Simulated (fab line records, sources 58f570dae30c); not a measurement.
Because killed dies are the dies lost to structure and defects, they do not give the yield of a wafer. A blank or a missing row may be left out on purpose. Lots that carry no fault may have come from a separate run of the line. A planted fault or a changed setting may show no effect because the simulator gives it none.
Split-lot trial | flow berkeley_cmos170 | 5 lots, 23 wafers read, on a route of 331 steps

## ABOUT THE SPLIT
At UCB170_V1_ETCH_14 (etches SiO2 in CHF3/CF4/Ar, stops on Al, target depth 1250 nm, time 291 s), the setting rf_w was moved away from the recipe's 700 W on 9 of the 23 wafers read, by -9.4% to +7.7%. The other wafers ran this setting at the recipe's value.

Reading taken at the split's own step.

## THE READING
KrF_of_V1_COAT_07.thk_nm (the simulator's own value, which no gauge read), in nm, at UCB170_V1_ETCH_14 (etches SiO2 in CHF3/CF4/Ar, stops on Al, target depth 1250 nm, time 291 s). No usual value for it is given in the file. Here, 14 wafers ran the recipe; their average is 607.8 nm with a standard deviation of 4.2 nm.

wafer  | tool, chamber at the split | rf_w as run, W | against the recipe | KrF_of_V1_COAT_07.thk_nm, nm | against lot-mates on the recipe
L074.1 | rie_diel-02, 1             | 700            | recipe             | 607.8                        | -
L074.5 | rie_diel-02, 0             | 700            | recipe             | 614.3                        | -
L074.6 | rie_diel-02, 3             | 700            | recipe             | 606                          | -
L075.1 | rie_diel-02, 3             | 634.3          | -9.4%              | 614.9                        | +14.8
L075.2 | rie_diel-02, 1             | 634.3          | -9.4%              | 618.3                        | +18.1
L075.4 | rie_diel-02, 1             | 700            | recipe             | 602.5                        | -
L075.5 | rie_diel-02, 3             | 700            | recipe             | 597.8                        | -
L075.6 | rie_diel-02, 0             | 634.3          | -9.4%              | 619.7                        | +19.6
L078.1 | rie_diel-02, 3             | 700            | recipe             | 605.9                        | -
L078.2 | rie_diel-02, 1             | 700            | recipe             | 604.1                        | -
L078.3 | rie_diel-02, 0             | 700            | recipe             | 612.2                        | -
L078.4 | rie_diel-02, 3             | 700            | recipe             | 607                          | -
L078.6 | rie_diel-02, 0             | 700            | recipe             | 610.5                        | -
L080.1 | rie_diel-04, 2             | 669.8          | -4.3%              | 611.5                        | +1.6
L080.2 | rie_diel-04, 3             | 669.8          | -4.3%              | 615.8                        | +5.9
L080.3 | rie_diel-04, 0             | 700            | recipe             | 610                          | -
L080.5 | rie_diel-04, 1             | 700            | recipe             | 609.7                        | -
L080.6 | rie_diel-04, 2             | 669.8          | -4.3%              | 610.8                        | +0.9
L085.1 | rie_diel-01, 2             | 754.2          | +7.7%              | 600.3                        | -10.2
L085.3 | rie_diel-01, 2             | 700            | recipe             | 612.4                        | -
L085.4 | rie_diel-01, 0             | 754.2          | +7.7%              | 595.6                        | -14.9
L085.5 | rie_diel-01, 2             | 700            | recipe             | 608.5                        | -
L085.6 | rie_diel-01, 0             | 754.2          | +7.7%              | 593.2                        | -17.2

THE FIT
A straight line over all 23 wafers: KrF_of_V1_COAT_07.thk_nm changes by -1.23 nm for each +1% of rf_w; r = -0.84; the points scatter about the line by 3.9 nm.
The same after taking each lot's own level away (the mean of its wafers on the recipe; 23 wafers): -1.73 nm for each +1%; r = -0.93; scatter 3.2 nm.
Per that fit: largest rf_w move, reading shift of 16 nm.
The span of the lots' own levels, 600.15 to 610.45 nm, comes to 2.4 times the standard deviation stated above.
So the lot-to-lot level changes the slope: the two fits differ.
Check: with one of the wafers moved furthest among these (-9.4%) left out of the fit, the line predicts +16 nm for it against its lot-mates. Against them it came out at +14.8 nm.

## ADDITIONAL SPLITS CARRIED BY THESE WAFERS
These wafers also went through other splits before the reading. Each is held against what the fit with the lots' levels taken away leaves over:
other split on the same wafers     | wafers away from the commonest value | r with KrF_of_V1_COAT_07.thk_nm (lot level and that fit taken away)
UCB170_CONTACT_CVD_01 o2_flow_sccm | 15                                   | -0.07
UCB170_M1_SPUTTER_00 power_w       | 6                                    | -0.37
UCB170_M1_ETCH_11 bias_w           | 7                                    | +0.10

## THE WHOLE CHAIN: every reading that the file lists as answering this split, in the file's order
step               | what it does                                                              | reading                                                                   | change (the file's fit)              | r (the file's)
UCB170_V1_ETCH_14  | etches SiO2 in CHF3/CF4/Ar, stops on Al, target depth 1250 nm, time 291 s | KrF_of_V1_COAT_07.thk_nm (the simulator's own value, which no gauge read) | -1.72 nm for each +1% of the setting | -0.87
UCB170_V1_STRIP_15 | strips in O2                                                              | strip_time_to_endpoint_s                                                  | withheld for each +1% of the setting | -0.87

## THE FILE'S OWN FIT
KrF_of_V1_COAT_07.thk_nm changes by -1.72 nm for each +1% of rf_w, r = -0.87.
